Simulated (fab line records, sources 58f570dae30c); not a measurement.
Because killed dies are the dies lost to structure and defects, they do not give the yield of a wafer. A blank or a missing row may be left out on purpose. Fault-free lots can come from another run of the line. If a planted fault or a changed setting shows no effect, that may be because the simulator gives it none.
What tool caused it? ; flow berkeley_cmos170 ; 14 lots with 42 wafers sampled at 5 steps, on a route of 331 steps

== WHAT THE GAUGES READ, wafer by wafer ==
UCB170_PWELL_THK_MEAS_03. Usual: PWELL_OXIDE_THK 26.4 nm, standard deviation 0.5.
lot;measured;on;PWELL_OXIDE_THK (nm);flag
L280;day 2 17:56;film_metro-03;25.9 25.3 25.3;
L281;day 3 04:34;film_metro-01;25.7 26.0 25.6;
L282;day 3 04:37;film_metro-03;27.0 26.4 26.4;
L284;day 3 17:36;film_metro-02;26.5 26.4 26.8;
L285;day 3 22:21;film_metro-02;27.2 26.9 26.7;
L286;day 4 03:20;film_metro-03;26.8 26.2 26.8;
L287;day 4 14:07;film_metro-02;26.4 26.1 26.2;
L291;day 5 07:22;film_metro-01;26.3 26.2 26.6;
L293;day 5 13:43;film_metro-02;26.9 26.8 26.6;
L297;day 6 07:00;film_metro-03;26.3 25.8 26.6;
L299;day 6 10:18;film_metro-03;27.6 27.4 27.5;
L300;day 6 19:32;film_metro-03;26.2 26.2 26.2;
L301;day 7 03:40;film_metro-01;26.8 27.1 27.2;
L303;day 7 17:41;film_metro-01;25.9 25.5 25.9;

UCB170_PWELL_TW_MEAS_17. Usual: PWELL_TW 379, standard deviation 4.3.
lot;measured;on;PWELL_TW;flag
L280;day 3 03:32;film_metro-02;377 378 376;
L281;day 3 14:18;film_metro-02;378 377 378;
L282;day 3 14:02;film_metro-03;375 377 375;
L284;day 4 04:00;film_metro-02;376 375 378;
L285;day 4 08:33;film_metro-02;375 376 375;
L286;day 4 12:44;film_metro-03;376 376 375;
L287;day 5 00:31;film_metro-02;375 376 374;
L291;day 5 16:02;film_metro-02;456 454 457;OFF
L293;day 5 20:03;film_metro-02;455 457 455;OFF
L297;day 6 15:14;film_metro-01;380 382 380;
L299;day 6 15:31;film_metro-01;382 382 384;
L300;day 7 02:58;film_metro-01;385 384 386;
L301;day 7 14:52;film_metro-03;373 373 374;
L303;day 8 03:21;film_metro-01;385 384 386;

UCB170_NSD_CD_MEAS_06 targets a cd of 1200 nm. Usual: cd_nm 1200.1 nm, standard deviation 1.3.
lot;measured;on;cd_nm (nm);flag
L280;day 7 01:43;cd_sem-01;1198.0 1197.8 1198.9;
L281;day 7 02:04;cd_sem-01;1201.3 1201.2 1201.7;
L282;day 7 01:49;cd_sem-02;1199.8 1199.9 1199.4;
L284;day 8 03:43;cd_sem-01;1201.6 1200.4 1199.5;
L285;day 8 03:45;cd_sem-02;1198.8 1199.8 1199.4;
L286;day 8 03:57;cd_sem-01;1202.3 1202.0 1201.9;
L287;day 8 15:42;cd_sem-01;1199.2 1198.5 1200.3;
L291;day 9 18:19;cd_sem-01;1201.3 1199.3 1199.4;
L293;day 9 17:47;cd_sem-01;1201.3 1199.5 1198.8;
L297;day 10 04:44;cd_sem-01;1198.6 1197.8 1198.6;
L299;day 10 04:26;cd_sem-01;1198.3 1200.3 1198.8;
L300;day 10 23:14;cd_sem-02;1200.6 1200.4 1199.4;
L301;day 11 09:08;cd_sem-01;1198.2 1197.7 1199.3;
L303;day 11 20:02;cd_sem-02;1201.3 1199.1 1201.6;

UCB170_M2_CD_MEAS_90 targets a cd of 700 nm. Usual: cd_nm 698 nm, standard deviation 3.1.
lot;measured;on;cd_nm (nm);flag
L280;day 7 19:25;cd_sem-01;702 700 696;
L281;day 7 22:59;cd_sem-01;699 702 703;
L282;day 7 23:14;cd_sem-02;700 697 701;
L284;day 9 00:35;cd_sem-02;701 700 702;
L285;day 9 05:58;cd_sem-01;700 701 698;
L286;day 9 05:47;cd_sem-02;699 697 697;
L287;day 9 09:48;cd_sem-02;696 701 699;
L291;day 10 15:15;cd_sem-01;699 700 700;
L293;day 10 13:41;cd_sem-01;695 693 694;
L297;day 11 05:32;cd_sem-01;696 698 694;
L299;day 11 03:58;cd_sem-01;703 697 703;
L300;day 11 20:47;cd_sem-02;698 695 697;
L301;day 12 05:44;cd_sem-01;701 705 694;
L303;day 12 21:40;cd_sem-02;698 696 699;

== EACH LOT AND THE TOOL THAT RAN IT (in order: tool; ch and the chambers of the sampled wafers; start) ==
lot;UCB170_PWELL_IMPLANT_15
L280;implanter-04 ch 0, day 3 03:17
L281;implanter-04 ch 0, day 3 14:04
L282;implanter-03 ch 0, day 3 13:49
L284;implanter-01 ch 0, day 4 03:47
L285;implanter-04 ch 0, day 4 08:18
L286;implanter-01 ch 0, day 4 12:29
L287;implanter-03 ch 0, day 5 00:14
L291;implanter-04 ch 0, day 5 15:49
L293;implanter-04 ch 0, day 5 19:48
L297;implanter-03 ch 0, day 6 15:01
L299;implanter-03 ch 0, day 6 15:16
L300;implanter-01 ch 0, day 7 02:43
L301;implanter-03 ch 0, day 7 14:38
L303;implanter-03 ch 0, day 8 03:07
- UCB170_PWELL_IMPLANT_15

== WHAT THE TOOLS THEMSELVES READ (means of the sampled wafers that have a number; where no wafer has one, the mark that the record gives instead) ==
UCB170_PWELL_IMPLANT_15. Usual: beam_on_s 10.02 s, standard deviation 0.2; dose_ions_cm2 5e+12, standard deviation 5.7e+09; faraday_current_uA 15.8, standard deviation 0.31; tilt_deg 6.997 degrees, standard deviation 0.02.
lot;tool;beam_on_s (s);dose_ions_cm2;faraday_current_uA;tilt_deg (degrees);flag
L280;implanter-04;9.86;5e+12;16.1;7.001;
L281;implanter-04;10.04;5e+12;15.8;6.989;
L282;implanter-03;10.22;5e+12;15.5;6.990;
L284;implanter-01;10.22;5e+12;15.5;7.007;
L285;implanter-04;10.02;5e+12;15.9;6.998;
L286;implanter-01;9.86;5e+12;16.0;6.989;
L287;implanter-03;9.92;5e+12;16.0;6.968;
L291;implanter-04;10.14;9e+12;29.5;6.992;OFF
L293;implanter-04;9.98;9e+12;29.9;7.007;OFF
L297;implanter-03;10.12;5e+12;15.7;7.005;
L299;implanter-03;10.03;5e+12;15.9;6.979;
L300;implanter-01;9.97;5e+12;15.9;6.988;
L301;implanter-03;9.92;5e+12;16.0;7.004;
L303;implanter-03;10.23;5e+12;15.5;7.008;

== THE ANSWER, worked out from the rows above alone ==
Rule: a lot is off if the mean of its wafers that have a number lies more than 3 standard deviations from the usual mean. Also off: a lot with no number at a reading for which 4 or more lots have one. The other lots that the step has rows for count as sound. Order of review: gauges by route order, followed by the tools' own readings, for which a lot's mean as printed above is used. The first step at which some lot is off is used, and at that step the reading that is off furthest; a lot without a number counts as furthest.
Off: at UCB170_PWELL_TW_MEAS_17 (PWELL_TW), L291, L293.
If a tool, at a process step before that reading, ran all the lots that are off and no sound lot after the first of them, it fits. The gauges at UCB170_PWELL_TW_MEAS_17 aren't tried: what is off there is off at UCB170_PWELL_IMPLANT_15 too, on other tools, and a gauge's error can't cause that. One fits: UCB170_PWELL_IMPLANT_15 on implanter-04. Its last sound lot is L285 (day 4 08:18), its first lot that is off L291 (day 5 15:49): a fault that began between those two fits.
The tool's own readings at UCB170_PWELL_IMPLANT_15 bear it out: on the lots that are off they differ by more than 5 times the standard deviation of the sound lots' means. dose_ions_cm2 reads 9e+12 there against 5e+12 on the sound lots; faraday_current_uA reads 29.7 there against 15.8 on the sound lots.

== WHAT THE SIMULATOR HAD INSERTED ==
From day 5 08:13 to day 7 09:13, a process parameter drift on implanter-04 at UCB170_PWELL_IMPLANT_15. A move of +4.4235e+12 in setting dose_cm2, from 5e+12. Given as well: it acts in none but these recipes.
Shown lots that were struck: L291, L293. The rule above found the same.
